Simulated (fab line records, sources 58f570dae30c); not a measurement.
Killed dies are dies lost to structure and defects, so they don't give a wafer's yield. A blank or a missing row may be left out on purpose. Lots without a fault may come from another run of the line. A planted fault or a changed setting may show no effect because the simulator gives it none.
Chamber matching | flow berkeley_cmos170 | UCB170_GATE_ETCH_15 on rie_si-02: 4 sister chambers
The step etches poly-Si in HBr/Cl2, stops on SiO2, time 56.3 s, target depth 278.2 nm. 8 wafers are shown with their chamber, then 8 later ones without.

WAFERS WITH THEIR CHAMBER
wafer  | chamber | drypump_motor_current_A (A) | throttle_valve_pct (%)
L240.2 | 0       | 4.8                         | 26.30
L249.2 | 3       | 6.5                         | 26.27
L249.3 | 2       | 4.9                         | 26.81
L251.2 | 0       | 4.8                         | 26.28
L251.4 | 3       | 6.6                         | 26.29
L253.1 | 2       | 4.9                         | 26.83
L253.6 | 1       | 5.0                         | 26.67
L256.2 | 1       | 5.0                         | 26.68

WAFERS WITHOUT THEIR CHAMBER
wafer  | drypump_motor_current_A (A) | throttle_valve_pct (%)
L256.4 | 4.9                         | 26.82
L256.5 | 5.1                         | 26.68
L259.1 | 4.8                         | 26.29
L259.3 | 5.0                         | 26.67
L259.4 | 6.5                         | 26.28
L260.1 | 6.5                         | 26.28
L260.3 | 5.0                         | 26.70
L260.5 | 4.9                         | 26.83

WHICH CHAMBER EACH WENT THROUGH
wafer  | from the rows above | in truth
L256.4 | 2                   | 2
L256.5 | 1                   | 1
L259.1 | 0                   | 0
L259.3 | 1                   | 1
L259.4 | 3                   | 3
L260.1 | 3                   | 3
L260.3 | 1                   | 1
L260.5 | 2                   | 2
Placed correctly: 8 of 8. Can't be placed from these rows: 0. Placed wrongly: 0.
How it was worked out, from the rows above alone: a wafer's distance from a chamber is the root of the sum, over the readings, of the square of ((its reading less the chamber's mean) divided by the reading's scatter). The wafer belongs to the nearest chamber; if the next one is less than 2 further off, it can't be placed. A chamber's mean is the mean of its shown wafers. The scatter: the root of (the sum of the squares of (reading less its chamber's mean) over the shown wafers, divided by (wafers less chambers)).
